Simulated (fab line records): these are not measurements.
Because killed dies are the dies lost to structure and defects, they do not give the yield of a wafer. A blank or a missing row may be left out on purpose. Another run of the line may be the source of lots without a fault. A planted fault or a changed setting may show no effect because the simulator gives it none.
Which tool did it?    flow berkeley-cmos170    7 lots, 21 wafers sampled, at 2 steps of a route of 331

WHAT THE GAUGES SHOWED, per wafer
UCB170_M2_RS_MEAS_02: a four-point-probe measurement.
lot   measured      on             M2_AL_RS (ohm/sq)
L738  day 7 19:13   film-metro-02  0.03197 0.03247 0.032
L737  day 7 19:37   film-metro-03  0.0319 0.03211 0.03215
L739  day 8 09:07   film-metro-01  0.03235 0.0324 0.03251
L742  day 9 12:44   film-metro-01  0.03245 0.03226 0.03212
L744  day 9 15:25   film-metro-02  0.03214 0.0324 0.03221
L753  day 11 04:38  film-metro-03  0.0321 0.0322 0.03195
L757  day 12 19:49  film-metro-03  0.03215 0.03229 0.03231

EACH LOT AND THE TOOL THAT RAN IT (in order: tool; ch and the chambers of the sampled wafers; start)
lot   UCB170_M2_SPUTTER_01
L738  pvd-sputter-01, day 7 19:08
L737  pvd-sputter-02, day 7 19:30
L739  pvd-sputter-01, day 8 09:01
L742  pvd-sputter-01, day 9 12:35
L744  pvd-sputter-01, day 9 15:20
L753  pvd-sputter-01, day 11 04:32
L757  pvd-sputter-01, day 12 19:41
- UCB170_M2_SPUTTER_01: material Al, target thk 900 nm, time 120 s.

THE ANSWER, worked out from the rows above alone
Rule: what is usual is taken from the lots themselves. The widest of any qualifying gaps counts: lots, ordered by their means at a reading, are off when they make up no more than a third of the lots, leave a main group of 4 or more, and stand apart from it by 3 or more times the standard deviation of that group's means. The tables above print the reading to a certain number of digits; a main group whose means all agree to those digits is not used. A lot without any number at a reading at which 4 lots or more have one is off too. All remaining lots with rows at the step are treated as sound.
No lot is off at any reading shown: from this, nothing can be told.

WHAT THE SIMULATOR HAD INSERTED
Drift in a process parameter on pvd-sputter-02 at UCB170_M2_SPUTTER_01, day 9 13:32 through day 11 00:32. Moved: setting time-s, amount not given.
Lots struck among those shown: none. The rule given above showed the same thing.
